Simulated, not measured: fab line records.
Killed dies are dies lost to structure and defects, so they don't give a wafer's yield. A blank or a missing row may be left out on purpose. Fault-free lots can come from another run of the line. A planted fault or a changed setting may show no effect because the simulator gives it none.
The tool behind it: which one? | flow berkeley cmos170 | 14 lots, 42 wafers sampled, at 4 steps of a route of 331

WHAT THE GAUGES READ, wafer by wafer
UCB170_NWELL_THK_MEAS_02.
lot  | measured    | on            | NWELL_OXIDE_THK (nm)
L734 | day 2 00:01 | film metro-03 | 25.9 25.4 25.9
L735 | day 2 04:17 | film metro-02 | 26.7 26.3 26.1
L736 | day 2 09:38 | film metro-01 | 26.0 26.6 26.3
L737 | day 2 15:30 | film metro-02 | 27.3 26.6 26.7
L738 | day 2 21:32 | film metro-01 | 26.8 27.1 26.6
L739 | day 3 03:56 | film metro-02 | 25.6 26.4 26.3
L743 | day 4 00:04 | film metro-03 | 26.6 26.5 26.5
L744 | day 4 04:31 | film metro-02 | 26.4 26.4 26.1
L746 | day 4 07:11 | film metro-02 | 26.1 25.9 26.1
L747 | day 4 15:52 | film metro-03 | 26.3 26.2 26.5
L750 | day 5 12:06 | film metro-01 | 25.8 25.9 25.8
L752 | day 5 17:19 | film metro-02 | 25.8 25.9 25.9
L753 | day 5 22:29 | film metro-01 | 26.2 26.3 26.3
L754 | day 6 06:10 | film metro-03 | 26.2 26.1 26.4

UCB170_NWELL_THK_MEAS_05.
lot  | measured    | on            | NWELL_NITRIDE_THK (nm)
L734 | day 2 05:19 | film metro-03 | 223.7 223.3 225.5
L735 | day 2 12:47 | film metro-03 | 225.8 225.5 223.9
L736 | day 2 16:28 | film metro-03 | 222.6 222.3 221.2
L737 | day 3 01:04 | film metro-02 | 222.1 222.1 222.5
L738 | day 3 04:28 | film metro-03 | 221.5 220.9 221.4
L739 | day 3 11:44 | film metro-01 | 222.6 221.0 222.6
L743 | day 4 05:33 | film metro-01 | 225.3 223.4 224.4
L744 | day 4 10:22 | film metro-01 | 223.2 226.2 222.7
L746 | day 4 12:07 | film metro-03 | 226.5 222.2 224.1
L747 | day 4 22:37 | film metro-03 | 222.5 223.9 223.8
L750 | day 5 18:33 | film metro-02 | 219.8 221.6 220.2
L752 | day 5 21:45 | film metro-01 | 222.8 224.5 224.8
L753 | day 6 05:05 | film metro-03 | 228.1 226.4 226.3
L754 | day 6 11:57 | film metro-02 | 223.5 224.0 221.3

UCB170_NVT_OVL_MEAS_06.
lot  | measured    | on         | NVT_OVL (nm)
L734 | day 5 20:45 | overlay-01 | -9 -3 2
L735 | day 5 20:30 | overlay-01 | 0 -3 6
L736 | day 5 21:01 | overlay-01 | 1 2 2
L737 | day 6 13:29 | overlay-02 | 3 7 2
L738 | day 7 02:32 | overlay-01 | -2 -5 3
L739 | day 7 02:49 | overlay-02 | 5 -2 4
L743 | day 8 00:41 | overlay-01 | -6 1 1
L744 | day 8 01:14 | overlay-02 | 1 6 6
L746 | day 8 01:01 | overlay-02 | -7 -11 -11
L747 | day 8 00:49 | overlay-02 | 6 -2 -2
L750 | day 8 23:05 | overlay-01 | -1 0 -6
L752 | day 8 23:12 | overlay-02 | 4 -1 2
L753 | day 9 16:42 | overlay-02 | -1 -8 -1
L754 | day 9 16:06 | overlay-01 | 1 -1 -1

WHICH TOOL RAN EACH LOT (tool, then ch and the chambers of the sampled wafers, then the start)
lot  | UCB170_NWELL_IMPLANT_14
L734 | implanter-04 ch 0, day 2 06:29
L735 | implanter-01 ch 0, day 2 13:58
L736 | implanter-02 ch 0, day 2 17:44
L737 | implanter-02 ch 0, day 3 02:14
L738 | implanter-04 ch 0, day 3 06:37
L739 | implanter-04 ch 0, day 3 13:25
L743 | implanter-04 ch 0, day 4 07:17
L744 | implanter-01 ch 0, day 4 12:15
L746 | implanter-02 ch 0, day 4 13:30
L747 | implanter-04 ch 0, day 4 23:49
L750 | implanter-01 ch 0, day 5 20:02
L752 | implanter-01 ch 0, day 5 22:48
L753 | implanter-01 ch 0, day 6 06:47
L754 | implanter-01 ch 0, day 6 13:00
- UCB170_NWELL_IMPLANT_14

AS READ BY THE TOOLS THEMSELVES (means over the sampled wafers that have a number; for cases with no such wafer, the mark the record gives instead)
UCB170_NWELL_IMPLANT_14.
lot  | tool         | beam energy keV | faraday current uA
L734 | implanter-04 | 149.99          | 31.8
L735 | implanter-01 | 150.02          | 31.7
L736 | implanter-02 | 150.03          | 31.5
L737 | implanter-02 | 149.97          | 32.2
L738 | implanter-04 | 149.92          | 30.9
L739 | implanter-04 | 150.03          | 32.1
L743 | implanter-04 | 158.32          | 31.0
L744 | implanter-01 | 149.98          | 31.8
L746 | implanter-02 | 150.04          | 31.4
L747 | implanter-04 | 158.31          | 31.8
L750 | implanter-01 | 150.01          | 31.7
L752 | implanter-01 | 150.03          | 32.1
L753 | implanter-01 | 149.96          | 31.5
L754 | implanter-01 | 149.99          | 31.3

THE ANSWER, worked out from the rows above alone
Rule: what is usual is taken from the lots themselves. Put in order of their means at a reading, lots are off if they are a third of the lots or fewer, leave a main group of 4 or more, and stand apart from it by a gap of 3 or more times the standard deviation of the main group's means; of several such gaps the widest counts. A main group is skipped when, at the precision printed for the reading in the tables above, its means are all equal. Also off: a lot with no number at a reading for which 4 or more lots have one. Where the step has rows for the other lots, those lots are counted as sound. After the gauges, taken in route order, come the tools' own readings; for these a lot's mean is taken, as printed above. At the first step where some lot is off, the reading lying furthest off is the one used; lots without a number count as furthest.
Off: L743, L747, at UCB170_NWELL_IMPLANT_14 (beam energy keV). Main group: mean 150.00, sd 0.034.
If a tool, at that step or one of the process steps before it, ran each lot that is off and ran no sound lot following the first of them, it fits. One fits: implanter-04 at UCB170_NWELL_IMPLANT_14. A fault onset in the window from L739 (day 3 13:25, its last sound lot) to L743 (day 4 07:17, its first lot off) fits.
The tool's own readings at UCB170_NWELL_IMPLANT_14 bear it out: on the lots that are off they differ by more than 5 times the standard deviation of the sound lots' means. beam energy keV reads 158.31 there against 150.00 on the sound lots.

WHAT WAS PUT IN BY THE SIMULATOR
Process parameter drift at UCB170_NWELL_IMPLANT_14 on implanter-04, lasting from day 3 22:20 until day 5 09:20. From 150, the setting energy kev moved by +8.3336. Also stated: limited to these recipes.
Shown lots that were struck: L743, L747. The rule above reached the same finding.
